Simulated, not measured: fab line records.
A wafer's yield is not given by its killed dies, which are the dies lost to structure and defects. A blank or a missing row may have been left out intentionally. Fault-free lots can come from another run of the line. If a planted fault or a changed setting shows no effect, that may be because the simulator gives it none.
Split-lot study + flow ritCmos + 5 lots, 23 wafers read, on a route of 202 steps

== SPLIT DETAILS ==
At RIT_PRETRO_COAT_01 (resist thk 1300 nm), the setting resistThkNm was moved away from the recipe's 1300 nm on 8 of the 23 wafers read, by -4.9% to -2.8%. This setting was run at the recipe's value on the other wafers.

== FROM THE SPLIT TO THE READING: what the file shows between them, 4 steps ==
- RIT_PRETRO_SOFTBAKE_02: time 60 s (also split here: tempC)
- RIT_PRETRO_EXPOSE_03: exposes mask M5, target cd 43700 nm
- RIT_PRETRO_PEB_04
- RIT_PRETRO_DEVELOP_05: develop time 68 s

== THE READING ==
NOVOLAK_of_PRETRO_COAT_01.thkNm (the simulator's own value, which no gauge read), in nm, at RIT_PRETRO_HARDBAKE_07 (time 120 s). There is no usual value for it anywhere in the file. The 15 wafers here that ran the recipe average 1141 nm, standard deviation 3.5 nm.

| wafer  | tool, chamber at the split | resistThkNm as run, nm | against the recipe | NOVOLAK_of_PRETRO_COAT_01.thkNm, nm | against lot-mates on the recipe |
|--------|----------------------------|------------------------|--------------------|-------------------------------------|---------------------------------|
| L074.1 | lithoTrack-04, 0           | 1300                   | recipe             | 1145                                | -                               |
| L074.3 | lithoTrack-04, 0           | 1263                   | -2.8%              | 1109                                | -38                             |
| L074.4 | lithoTrack-04, 0           | 1300                   | recipe             | 1148                                | -                               |
| L074.5 | lithoTrack-04, 0           | 1263                   | -2.8%              | 1112                                | -34                             |
| L074.6 | lithoTrack-04, 0           | 1263                   | -2.8%              | 1111                                | -36                             |
| L077.1 | lithoTrack-04, 0           | 1300                   | recipe             | 1143                                | -                               |
| L077.2 | lithoTrack-04, 0           | 1300                   | recipe             | 1139                                | -                               |
| L077.3 | lithoTrack-04, 0           | 1300                   | recipe             | 1141                                | -                               |
| L077.4 | lithoTrack-04, 0           | 1300                   | recipe             | 1140                                | -                               |
| L077.6 | lithoTrack-04, 0           | 1300                   | recipe             | 1146                                | -                               |
| L080.1 | lithoTrack-02, 0           | 1300                   | recipe             | 1140                                | -                               |
| L080.2 | lithoTrack-02, 0           | 1300                   | recipe             | 1137                                | -                               |
| L080.4 | lithoTrack-02, 0           | 1300                   | recipe             | 1139                                | -                               |
| L080.5 | lithoTrack-02, 0           | 1236                   | -4.9%              | 1079                                | -60                             |
| L080.6 | lithoTrack-02, 0           | 1236                   | -4.9%              | 1082                                | -57                             |
| L082.1 | lithoTrack-04, 0           | 1300                   | recipe             | 1138                                | -                               |
| L082.2 | lithoTrack-04, 0           | 1300                   | recipe             | 1135                                | -                               |
| L082.3 | lithoTrack-04, 0           | 1300                   | recipe             | 1137                                | -                               |
| L085.1 | lithoTrack-04, 0           | 1244                   | -4.3%              | 1094                                | -47                             |
| L085.2 | lithoTrack-04, 0           | 1244                   | -4.3%              | 1092                                | -49                             |
| L085.3 | lithoTrack-04, 0           | 1244                   | -4.3%              | 1092                                | -49                             |
| L085.4 | lithoTrack-04, 0           | 1300                   | recipe             | 1141                                | -                               |
| L085.6 | lithoTrack-04, 0           | 1300                   | recipe             | 1141                                | -                               |

THE FIT
A straight line over all 23 wafers: NOVOLAK_of_PRETRO_COAT_01.thkNm changes by +11.5 nm for each +1% of resistThkNm; r = +0.99; the points scatter about the line by 3.4 nm.
The same after taking each lot's own level away (the mean of its wafers on the recipe; 23 wafers): +11.7 nm for each +1%; r = +1.00; scatter 2.1 nm.
According to that fit, moving resistThkNm by its largest amount changes the reading by 57 nm.
Measured against the standard deviation above, the lots' own levels, which go from 1136.7 to 1146.5 nm, span 2.8 times it.
Hence the lot-to-lot level has little effect on the slope; both slopes agree.
Check: -57.1 nm against its lot-mates is what the line predicts for one of the wafers moved furthest among these (-4.9%) when that wafer is left out of the fit. Against them it came out at -59.7 nm.

== THESE WAFERS: OTHER SPLITS ==
Before the reading, these wafers also passed through other splits. Each is held against what the fit with the lots' levels taken away leaves over:
| other split on the same wafers    | wafers away from the commonest value | r with NOVOLAK_of_PRETRO_COAT_01.thkNm (lot level and that fit taken away) |
|-----------------------------------|--------------------------------------|----------------------------------------------------------------------------|
| RIT_ACTIVE_OXIDATION_01 oxTimeS   | 15                                   | -0.23                                                                      |
| RIT_ACTIVE_CVD_03 pressureMtorr   | 15                                   | -0.19                                                                      |
| RIT_ACTIVE_ETCH_13 pressureMtorr  | 15                                   | +0.20                                                                      |
| RIT_NWELL_COAT_01 spinRpm         | 6                                    | +0.02                                                                      |
| RIT_NWELL_DEVELOP_05 developTimeS | 5                                    | -0.09                                                                      |
| RIT_PWELL_IMPLANT_08 energyKev    | 5                                    | +0.04                                                                      |
| RIT_PRETRO_SOFTBAKE_02 tempC      | 6                                    | +0.33                                                                      |

== THE WHOLE CHAIN: every reading that the file lists as answering this split, in the file's order ==
| step                   | what it does       | reading                                                                          | change (the file's fit)              | r (the file's) |
|------------------------|--------------------|----------------------------------------------------------------------------------|--------------------------------------|----------------|
| RIT_PRETRO_COAT_01     | resist thk 1300 nm | NOVOLAK_of_PRETRO_COAT_01.thkNm (the simulator's own value, which no gauge read) | +13.5 nm for each +1% of the setting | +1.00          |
| RIT_PRETRO_SOFTBAKE_02 | time 60 s          | NOVOLAK_of_PRETRO_COAT_01.thkNm (the simulator's own value, which no gauge read) | +13.4 nm for each +1% of the setting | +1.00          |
| RIT_PRETRO_HARDBAKE_07 | time 120 s         | NOVOLAK_of_PRETRO_COAT_01.thkNm (the simulator's own value, which no gauge read) | +11.6 nm for each +1% of the setting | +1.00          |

== THE FILE'S OWN FIT ==
NOVOLAK_of_PRETRO_COAT_01.thkNm changes by +11.6 nm for each +1% of resistThkNm, r = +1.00.
